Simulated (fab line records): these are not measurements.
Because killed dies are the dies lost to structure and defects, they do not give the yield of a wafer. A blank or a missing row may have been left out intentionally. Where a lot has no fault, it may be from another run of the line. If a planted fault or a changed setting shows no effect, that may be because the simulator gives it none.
Struck lot and sound lot, side by side + flow berkeleyCmos170 + 43 out of 331 route steps
Sound: these wafers, L708.2, L708.4, L708.6. Struck: wafers L716.2, L716.3, L716.6. Last of all comes the cause.
Order at every step that has rows: each side's tool, ch and its chambers, its first start. Under that, the readings that differ: sound wafers + struck wafers + difference of the means + sigmas: that difference in standard deviations of wafers without a fault.
alike: readings whose means differ by less than 2 such deviations, and words and numbers that are the same on both sides. not compared: withheld readings, readings that some wafer has no value for, bounds like >300 that may hide the same value, and numbers for which the record gives no deviation and whose values overlap.
A row with sigmas, a row that says differs or no value, or rows on one side alone: a step with any of these is where the two part. Numbers that don't overlap but have no deviation are shown without sigmas and don't part them. A reading missing from all wafers of one side parts the sides only when that side holds two or more wafers.

first, 6 steps without rows for these wafers: UCB170_M2_COAT_09; UCB170_M2_COAT_10 (resist thk 900 nm); UCB170_M2_SOFTBAKE_11 (time 60 s); UCB170_M2_EXPOSE_12 (exposes mask METAL2, target cd 700 nm); UCB170_M2_PEB_13; UCB170_M2_DEVELOP_14 (develop time 45 s).
UCB170_M2_CD_MEAS_15: the cd target is 700 nm.
  struck on cdSem-02, day 9 07:35; sound on cdSem-02, day 8 01:37
  alike: cdNm
UCB170_M2_OVL_MEAS_16:
  struck on overlay-01, day 9 07:42; sound on overlay-02, day 8 01:44
| reading     | sound     | struck | difference | sigmas |
|-------------|-----------|--------|------------|--------|
| M2_OVL (nm) | -9 -8 -11 | 7 4 3  | +14        | +3     |
UCB170_M2_ETCH_17: etches BARC in N2/H2.
  sound on rieDiel-01 ch 1,2,3, day 8 01:46; struck on rieDiel-04 ch 0,1,3, day 9 07:44
  alike: drypumpMotorCurrentA, oesProductAu, throttleValvePct
then, 1 step without rows for these wafers: UCB170_M2_METAL_ETCH_18 (etches Al in Cl2/BCl3, stops on SiO2, target depth 1170 nm, time 195 s).
UCB170_M2_STRIP_19: strips in O2.
  sound on plasmaAsher-03 ch 0,1, day 8 01:59; struck on plasmaAsher-01 ch 0,1, day 9 07:58
  alike: drypumpMotorCurrentA, o2FlowSccm, oesProductAu
  not compared: rfHoursCounterH
UCB170_M2_CD_MEAS_90: the cd target is 700 nm.
  struck on cdSem-01, day 9 08:05; sound on cdSem-02, day 8 02:07
  alike: cdNm
UCB170_V2_CVD_00: deposits SiO2 from TEOS/O2, target thk 2000 nm, time 250 s.
  sound on pecvd-03 ch 0,1,2, day 8 02:13; struck on pecvd-01 ch 1,2, day 9 08:11
| reading                            | sound          | struck            | difference | sigmas |
|------------------------------------|----------------|-------------------|------------|--------|
| model.SiO2_of_V2_CVD_00.thkNm (nm) | 1940 1978 1989 | 911.5 884.8 908.1 | -1067.5    |        |
  alike: heaterPowerW, susceptorTempC
UCB170_V2_THK_MEAS_01:
  struck on filmMetro-01, day 9 08:20; sound on filmMetro-01, day 8 02:22
| reading          | sound          | struck      | difference | sigmas |
|------------------|----------------|-------------|------------|--------|
| V2_TEOS_THK (nm) | 1939 1976 1990 | 912 885 908 | -1067      | -44    |
UCB170_V2_CMP_02: polishes SiO2.
  sound on cmp-01 ch 0,2,3, day 8 02:31; struck on cmp-01 ch 0,1,3, day 9 08:26
  alike: edgeZonePressureFrac, motorCurrentA
UCB170_V2_BOW_MEAS_03:
  struck on filmMetro-02, day 9 08:43; sound on filmMetro-04, day 8 02:44
  alike: V2_BOW
UCB170_V2_THK_MEAS_04:
  struck on filmMetro-02, day 9 08:49; sound on filmMetro-04, day 8 02:51
| reading              | sound                | struck            | difference | sigmas |
|----------------------|----------------------|-------------------|------------|--------|
| V2_POLISHED_THK (nm) | 1001.3 1002.1 1000.7 | 912.0 884.8 908.4 | -99.6      | -91    |
then, 7 steps without rows for these wafers: UCB170_V2_CLEAN_05 (cleans in DIW); UCB170_V2_HMDS_06 (prime time 60 s); UCB170_V2_COAT_07 (resist thk 900 nm); UCB170_V2_SOFTBAKE_08 (time 60 s); UCB170_V2_EXPOSE_09 (exposes mask VIA2, target cd 700 nm); UCB170_V2_PEB_10; UCB170_V2_DEVELOP_11 (develop time 45 s).
UCB170_V2_CD_MEAS_12: the cd target is 700 nm.
  struck on cdSem-01, day 9 10:20; sound on cdSem-02, day 8 05:43
  alike: cdNm
UCB170_V2_OVL_MEAS_13:
  struck on overlay-02, day 9 10:26; sound on overlay-01, day 8 05:49
  alike: V2_OVL
UCB170_V2_ETCH_14: etches SiO2 in CHF3/CF4/Ar, stops on Al, target depth 1250 nm, time 291 s.
  sound on rieDiel-04 ch 0,1,2, day 8 05:51; struck on rieDiel-01 ch 1,2,3, day 9 10:28
| reading                      | sound             | struck            | difference | sigmas |
|------------------------------|-------------------|-------------------|------------|--------|
| oesProductAu (a.u.)          | 0.862 0.890 0.864 | 0.829 0.826 0.854 | -0.036     | -3     |
| model.V2.featureDepthNm (nm) | 1001 1002 1002    | 911.5 885.1 908.1 | -100.1     |        |
| model.etch.depthNm (nm)      | 1001 1002 1002    | 911.5 884.8 908.1 | -100.2     |        |
  alike: drypumpMotorCurrentA, throttleValvePct
  not compared: rfHoursCounterH
UCB170_V2_STRIP_15: strips in O2.
  sound on plasmaAsher-01 ch 0,1, day 8 06:01; struck on plasmaAsher-01 ch 0,1, day 9 10:38
| reading           | sound             | struck            | difference | sigmas |
|-------------------|-------------------|-------------------|------------|--------|
| o2FlowSccm (sccm) | 399.7 403.7 402.9 | 400.8 398.7 398.3 | -2.8       | -2     |
  alike: drypumpMotorCurrentA, oesProductAu, stripTimeToEndpointS
  not compared: rfHoursCounterH
UCB170_V2_CD_MEAS_90: the cd target is 700 nm.
  struck on cdSem-01, day 9 10:46; sound on cdSem-02, day 8 06:08
  alike: cdNm
then, 1 step without rows for these wafers: UCB170_M3_PRE_CLEAN_00 (preclean etch time 60 s).
UCB170_M3_SPUTTER_01: material Al, target thk 900 nm, time 120 s.
  struck on pvdSputter-03, day 9 10:56; sound on pvdSputter-02, day 8 06:19
  alike: chamberPressurePa, throttleValvePct
UCB170_M3_RS_MEAS_02: a four-point-probe measurement.
  struck on filmMetro-03, day 9 11:02; sound on filmMetro-03, day 8 06:25
  alike: M3_AL_RS
UCB170_M3_THK_MEAS_03: measures by xrf.
  struck on filmMetro-03, day 9 11:08; sound on filmMetro-03, day 8 06:31
  alike: M3_AL_THK
then, 9 steps without rows for these wafers: UCB170_M3_HMDS_04 (prime time 60 s); UCB170_M3_COAT_05 (resist thk 900 nm); UCB170_M3_SOFTBAKE_06 (time 60 s); UCB170_M3_STRIP_07 (strips in O2); UCB170_M3_STRIP_08 (strips KrF in DMSO, time 600 s); UCB170_M3_COAT_09; UCB170_M3_COAT_10 (resist thk 900 nm); UCB170_M3_SOFTBAKE_11 (time 60 s); UCB170_M3_EXPOSE_12 (exposes mask METAL3, target cd 700 nm).
UCB170_M3_METAL_ETCH_18: etches Al in Cl2/BCl3, stops on SiO2, target depth 1170 nm, time 195 s.
  sound on rieMetal-03 ch 0,1, day 8 09:41; struck on rieMetal-03 ch 0, day 9 13:17
| reading                            | sound             | struck            | difference | sigmas |
|------------------------------------|-------------------|-------------------|------------|--------|
| model.SiO2_of_V2_CVD_00.thkNm (nm) | 939.4 941.4 940.5 | 849.3 822.9 846.2 | -101.0     |        |
  alike: drypumpMotorCurrentA, oesProductAu, throttleValvePct
  not compared: rfHoursCounterH

WHERE THEY PART
Last at UCB170_V2_STRIP_15 as far as this record goes, first at UCB170_M2_OVL_MEAS_16. Later steps at which nothing parts them and some readings are alike: UCB170_V2_CD_MEAS_90, UCB170_M3_SPUTTER_01, UCB170_M3_RS_MEAS_02, UCB170_M3_THK_MEAS_03, UCB170_M3_METAL_ETCH_18.

WHY: whatever the simulator had introduced
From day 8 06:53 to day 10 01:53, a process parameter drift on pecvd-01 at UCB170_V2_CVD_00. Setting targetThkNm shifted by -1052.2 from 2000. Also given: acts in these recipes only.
